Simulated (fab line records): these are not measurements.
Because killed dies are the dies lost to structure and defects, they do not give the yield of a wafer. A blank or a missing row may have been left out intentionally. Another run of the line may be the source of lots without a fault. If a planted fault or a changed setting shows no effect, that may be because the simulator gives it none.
A single fault, viewed from 2 desks    flow berkeley_cmos170    numbers are kept per desk, each desk with only its own; the story behind them comes last

FROM THE METROLOGY DESK
What the gauges read, lot by lot, whatever tool the lot ran on: means of the sampled wafers that have a number. Any lot whose mean is over 4 standard deviations away from the usual mean is out of limits and marked OUT; that distance is given in the brackets.
Columns: A = FIELD_OXIDE_LEFT_1_THK at UCB170_FIELD_THK_MEAS_90, usual 441 nm; B = FIELD_OXIDE_LEFT_2_THK at UCB170_FIELD_THK_MEAS_91, usual 353 nm; C = GATE_POLY_THK at UCB170_GATE_THK_MEAS_05, usual 214.0 nm; D = cd_nm at UCB170_PLDD_CD_MEAS_06, usual 1199.9 nm
lot   first seen here  A    B    C                D
L824  day 5 16:29      440  351  213.7            1201.9
L825  day 5 16:29      439  351  213.4            1202.1
L828  day 6 09:26      443  356  213.2            1202.8
L829  day 7 01:53      433  344  216.0            1198.5
L830  day 7 01:53      435  347  211.7            1201.8
L832  day 7 12:53      440  351  213.2            1201.7
L833  day 7 12:53      442  354  212.7            1199.7
L835  day 7 12:57      436  348  212.6            1199.3
L837  day 8 15:05      444  356  214.9            1198.0
L838  day 8 15:05      431  343  215.2            1201.0
L839  day 8 15:10      446  358  213.1            1199.5
L841  day 9 06:16      437  348  230.4 (+10) OUT  1199.0
L842  day 9 06:21      430  343  230.1 (+10) OUT  1200.0
L843  day 9 16:53      440  352  231.6 (+11) OUT  1200.1
L846  day 10 09:47     468  381  214.5            1199.7
This desk's finding: out of limits on L841, L842, L843; first on L841, day 10 19:26 (GATE_POLY_THK at UCB170_GATE_THK_MEAS_05). L824, L825, L828, L829, L830, L832, L833, L835, L837, L838, L839, L846 stayed within limits.

FOR THE TOOL OWNER'S DESK: lpcvd-01
The tool's own readings at UCB170_GATE_CVD_04 (deposits poly-Si from SiH4, time 1440 s, target thk 214 nm): means of the sampled wafers that have a number, for each lot that ran on this tool. Any lot whose mean is over 4 standard deviations away from the usual mean is out of limits and marked OUT; that distance is given in the brackets.
Columns: A = zone_power_load_pct at UCB170_GATE_CVD_04, usual 11.6 %
lot   first seen here  A
L828  day 7 13:41      13.9
L832  day 8 17:33      13.7
L833  day 8 17:33      10.5
L835  day 8 17:33      10.6
L841  day 10 18:02     10.5
L842  day 10 18:02     13.8
L843  day 11 01:15     13.9
Finding of this desk: none of the 7 lots has anything out of limits.

PUT TOGETHER
On L841, L842, L843, the metrology desk was in a position to raise an alarm at day 10 19:26.
The tool owner's desk saw nothing out of limits.
On record at the tool owner's desk: L841, L842, L843, within its limits.
On lpcvd-01, each named lot ran UCB170_GATE_CVD_04.

WHAT THE SIMULATOR PUT IN
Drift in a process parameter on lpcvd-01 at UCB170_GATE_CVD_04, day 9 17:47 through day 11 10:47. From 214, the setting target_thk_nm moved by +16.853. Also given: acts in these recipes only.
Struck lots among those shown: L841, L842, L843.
Hours from the fault's start to each desk's first reading out of limits: the metrology desk, 26.
